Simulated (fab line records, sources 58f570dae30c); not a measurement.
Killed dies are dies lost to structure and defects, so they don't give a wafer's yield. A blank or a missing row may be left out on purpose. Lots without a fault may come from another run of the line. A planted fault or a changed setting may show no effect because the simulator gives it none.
Which tool did it? | flow berkeley_cmos170 | 7 lots, 21 wafers sampled, at 1 step of a route of 331

WHAT THE GAUGES READ, wafer by wafer
UCB170_SCREENOX_THK_MEAS_02.
lot  | measured     | on            | SCREENOX_OXIDE_THK (nm)
L812 | day 6 06:57  | film_metro-04 | 14.95 15.26 15.16
L815 | day 7 01:26  | film_metro-01 | 14.55 14.31 14.57
L818 | day 7 13:30  | film_metro-02 | 14.79 14.66 14.55
L823 | day 8 17:58  | film_metro-02 | 14.31 14.29 14.40
L828 | day 10 04:01 | film_metro-02 | 14.38 14.38 14.47
L833 | day 10 15:10 | film_metro-02 | 14.13 14.31 14.22
L834 | day 10 20:50 | film_metro-04 | 14.05 14.02 14.16

WHICH TOOL RAN EACH LOT (tool, then ch and the chambers of the sampled wafers, then the start)
The record holds no process step before these readings.

THE ANSWER, worked out from the rows above alone
Rule: what is usual is taken from the lots themselves. Put in order of their means at a reading, lots are off if they are a third of the lots or fewer, leave a main group of 4 or more, and stand apart from it by a gap of 3 or more times the standard deviation of the main group's means; of several such gaps the widest counts. A main group whose means are all the same, to the digits that the tables above print for the reading, isn't used. A lot without any number at a reading at which 4 lots or more have one is off too. The other lots that the step has rows for count as sound.
No lot is off at any reading shown: from this, nothing can be told.

WHAT THE SIMULATOR HAD PUT IN
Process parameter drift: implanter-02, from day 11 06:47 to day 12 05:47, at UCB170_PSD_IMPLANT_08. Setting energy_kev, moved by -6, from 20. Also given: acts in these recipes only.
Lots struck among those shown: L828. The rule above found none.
